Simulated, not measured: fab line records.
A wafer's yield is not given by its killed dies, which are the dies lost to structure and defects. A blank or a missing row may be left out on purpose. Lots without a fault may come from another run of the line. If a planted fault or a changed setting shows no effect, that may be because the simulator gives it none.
Which tool did it? :: flow rit-cmos :: 14 lots with 42 wafers sampled at 2 steps, on a route of 202 steps

## WHAT THE GAUGES SHOWED, per wafer
The record holds no reading of a measuring or inspecting step that can be judged against a usual standard deviation.

## WHAT TOOL EACH LOT RAN ON (gives the tool, then ch and the chambers of the sampled wafers, and finally the start)
lot: L785
RIT_ACTIVE_SOFTBAKE_07: litho-track-03 ch 0, day 1 18:55
RIT_M1_PROBE_99: prober-01, day 3 19:29

lot: L786
RIT_ACTIVE_SOFTBAKE_07: litho-track-03 ch 0, day 2 00:42
RIT_M1_PROBE_99: -

lot: L787
RIT_ACTIVE_SOFTBAKE_07: litho-track-01 ch 0, day 2 07:20
RIT_M1_PROBE_99: prober-01, day 4 05:00

lot: L788
RIT_ACTIVE_SOFTBAKE_07: litho-track-04 ch 0, day 2 10:53
RIT_M1_PROBE_99: -

lot: L790
RIT_ACTIVE_SOFTBAKE_07: litho-track-04 ch 0, day 2 20:52
RIT_M1_PROBE_99: -

lot: L791
RIT_ACTIVE_SOFTBAKE_07: litho-track-01 ch 0, day 3 02:08
RIT_M1_PROBE_99: -

lot: L792
RIT_ACTIVE_SOFTBAKE_07: litho-track-04 ch 0, day 3 06:18
RIT_M1_PROBE_99: -

lot: L793
RIT_ACTIVE_SOFTBAKE_07: litho-track-01 ch 0, day 3 11:47
RIT_M1_PROBE_99: prober-02, day 5 16:29

lot: L794
RIT_ACTIVE_SOFTBAKE_07: litho-track-01 ch 0, day 3 21:14
RIT_M1_PROBE_99: -

lot: L795
RIT_ACTIVE_SOFTBAKE_07: litho-track-03 ch 0, day 3 21:20
RIT_M1_PROBE_99: prober-02, day 5 21:31

lot: L796
RIT_ACTIVE_SOFTBAKE_07: litho-track-01 ch 0, day 4 02:38
RIT_M1_PROBE_99: -

lot: L798
RIT_ACTIVE_SOFTBAKE_07: litho-track-01 ch 0, day 4 14:03
RIT_M1_PROBE_99: -

lot: L806
RIT_ACTIVE_SOFTBAKE_07: litho-track-03 ch 0, day 6 04:19
RIT_M1_PROBE_99: -

lot: L807
RIT_ACTIVE_SOFTBAKE_07: litho-track-03 ch 0, day 6 09:02
RIT_M1_PROBE_99: prober-02, day 8 07:41
- RIT_ACTIVE_SOFTBAKE_07: time 60 s.
- RIT_M1_PROBE_99

## AS READ BY THE TOOLS THEMSELVES (means over the sampled wafers that have a number; for cases with no such wafer, the mark the record gives instead)
RIT_ACTIVE_SOFTBAKE_07. Usual: heater-power-total-W 34.56 W, standard deviation 0.052; plate-temp-C 89.99 C, standard deviation 0.14.
lot: L785
tool: litho-track-03
heater-power-total-W (W): 34.56
plate-temp-C (C): 90.02
flag: 

lot: L786
tool: litho-track-03
heater-power-total-W (W): 34.59
plate-temp-C (C): 89.99
flag: 

lot: L787
tool: litho-track-01
heater-power-total-W (W): 34.54
plate-temp-C (C): 89.96
flag: 

lot: L788
tool: litho-track-04
heater-power-total-W (W): 34.60
plate-temp-C (C): 90.03
flag: 

lot: L790
tool: litho-track-04
heater-power-total-W (W): 34.54
plate-temp-C (C): 89.91
flag: 

lot: L791
tool: litho-track-01
heater-power-total-W (W): 34.55
plate-temp-C (C): 89.93
flag: 

lot: L792
tool: litho-track-04
heater-power-total-W (W): 34.59
plate-temp-C (C): 90.22
flag: 

lot: L793
tool: litho-track-01
heater-power-total-W (W): 34.55
plate-temp-C (C): 89.84
flag: 

lot: L794
tool: litho-track-01
heater-power-total-W (W): 34.55
plate-temp-C (C): 89.93
flag: 

lot: L795
tool: litho-track-03
heater-power-total-W (W): 34.52
plate-temp-C (C): 89.90
flag: 

lot: L796
tool: litho-track-01
heater-power-total-W (W): 36.25
plate-temp-C (C): 92.94
flag: OFF

lot: L798
tool: litho-track-01
heater-power-total-W (W): 36.26
plate-temp-C (C): 93.30
flag: OFF

lot: L806
tool: litho-track-03
heater-power-total-W (W): 34.57
plate-temp-C (C): 90.06
flag: 

lot: L807
tool: litho-track-03
heater-power-total-W (W): 34.56
plate-temp-C (C): 90.12
flag: 

RIT_M1_PROBE_99. Usual: killed-at-contacts 0.1, standard deviation 0.34; killed-at-front-end 7.0, standard deviation 2.9; killed-dies 7.2, standard deviation 2.9; killed-open 3.6, standard deviation 1.9; killed-short 3.5, standard deviation 2.1.
lot: L785
tool: prober-01
killed-at-contacts: 0.0
killed-at-front-end: 7.7
killed-dies: 7.7
killed-open: 4.3
killed-short: 3.3
flag: 

lot: L787
tool: prober-01
killed-at-contacts: 0.0
killed-at-front-end: 10.3
killed-dies: 10.3
killed-open: 4.7
killed-short: 5.3
flag: 

lot: L793
tool: prober-02
killed-at-contacts: 0.0
killed-at-front-end: 5.7
killed-dies: 5.7
killed-open: 3.0
killed-short: 2.7
flag: 

lot: L795
tool: prober-02
killed-at-contacts: 0.3
killed-at-front-end: 6.3
killed-dies: 6.7
killed-open: 3.7
killed-short: 3.0
flag: 

lot: L807
tool: prober-02
killed-at-contacts: 0.3
killed-at-front-end: 12.0
killed-dies: 12.3
killed-open: 5.0
killed-short: 7.3
flag: 

## THE ANSWER, worked out from the rows above alone
Rule: a lot counts as off when the mean over its wafers that have a number is more than 3 standard deviations away from the usual mean. A lot without any number at a reading at which 4 lots or more have one is off too. Any other lot the step has rows for is counted as sound. The gauges are gone through in route order, then the tools' own readings, and for those a lot's mean is taken as printed above. At the first step where some lot is off, the reading lying furthest off is the one used; lots without a number count as furthest.
Off: L796, L798, at RIT_ACTIVE_SOFTBAKE_07 (heater-power-total-W).
A tool fits if, at that step or a process step before it, it ran every lot that is off, and no sound lot after the first of them. One candidate fits, namely litho-track-01 at RIT_ACTIVE_SOFTBAKE_07. Its last sound lot is L794 (day 3 21:14), its first lot that is off L796 (day 4 02:38): a fault that began between those two fits.
The tool's own readings at RIT_ACTIVE_SOFTBAKE_07 bear it out: on the lots that are off they differ by more than 5 times the standard deviation of the sound lots' means. heater-power-total-W reads 36.25 W there against 34.56 W on the sound lots; plate-temp-C reads 93.12 C there against 89.99 C on the sound lots.

## WHAT THE SIMULATOR HAD PUT IN
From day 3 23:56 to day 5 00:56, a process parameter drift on litho-track-01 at RIT_ACTIVE_SOFTBAKE_07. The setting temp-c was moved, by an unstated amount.
Struck lots among those shown: L796, L798. Same finding as the rule above.
